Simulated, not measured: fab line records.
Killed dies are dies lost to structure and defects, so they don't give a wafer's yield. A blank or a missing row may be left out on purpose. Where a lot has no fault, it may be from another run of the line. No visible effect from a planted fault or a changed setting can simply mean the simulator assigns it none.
Matching of chambers || flow berkeley-cmos170 || UCB170_V1_CMP_02 on cmp-01 has 4 sister chambers
The step polishes SiO2. 4 wafers are shown with their chamber, then 9 later ones without.

EACH WAFER AND ITS CHAMBER
{"wafer": "L670.3", "chamber": 1, "motor-current-A (A)": 16.3}
{"wafer": "L677.3", "chamber": 0, "motor-current-A (A)": 16.2}
{"wafer": "L677.4", "chamber": 2, "motor-current-A (A)": 17.1}
{"wafer": "L677.6", "chamber": 3, "motor-current-A (A)": 16.6}

WAFERS WITHOUT THEIR CHAMBER
{"wafer": "L681.3", "motor-current-A (A)": 16.8}
{"wafer": "L681.4", "motor-current-A (A)": 15.9}
{"wafer": "L681.5", "motor-current-A (A)": 16.4}
{"wafer": "L679.1", "motor-current-A (A)": 16.7}
{"wafer": "L679.4", "motor-current-A (A)": 17.4}
{"wafer": "L679.5", "motor-current-A (A)": 15.9}
{"wafer": "L680.1", "motor-current-A (A)": 17.9}
{"wafer": "L680.3", "motor-current-A (A)": 16.6}
{"wafer": "L680.4", "motor-current-A (A)": 15.5}

CHAMBER TAKEN BY EACH
{"wafer": "L681.3", "from the rows above": "can't be placed: 3 or 2 or 1 or 0", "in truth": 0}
{"wafer": "L681.4", "from the rows above": "can't be placed: 0 or 1 or 3", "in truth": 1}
{"wafer": "L681.5", "from the rows above": "can't be placed: 1 or 0 or 3 or 2", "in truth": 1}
{"wafer": "L679.1", "from the rows above": "can't be placed: 3 or 1 or 2 or 0", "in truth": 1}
{"wafer": "L679.4", "from the rows above": "can't be placed: 2 or 3 or 1", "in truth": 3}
{"wafer": "L679.5", "from the rows above": "can't be placed: 0 or 1 or 3", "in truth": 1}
{"wafer": "L680.1", "from the rows above": "can't be placed: 2 or 3 or 1", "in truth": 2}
{"wafer": "L680.3", "from the rows above": "can't be placed: 3 or 1 or 0 or 2", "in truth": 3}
{"wafer": "L680.4", "from the rows above": "can't be placed: 0 or 1 or 3", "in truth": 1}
Correct placement for 0 of the 9. Cannot be placed on the basis of these rows: 9; the candidates contain the true chamber in 9. Placed wrongly: 0.
How it was worked out, from the rows above alone: a wafer's distance from a chamber is the root of the sum, over the readings, of the square of ((its reading less the chamber's mean) divided by the reading's scatter). The wafer belongs to the nearest chamber; if the next one is less than 2 further off, it can't be placed. A chamber's mean is the mean of its shown wafers. The scatter (one wafer shown for each chamber): square how far every hidden wafer sits from the nearest shown wafer, average those squares and take the square root.
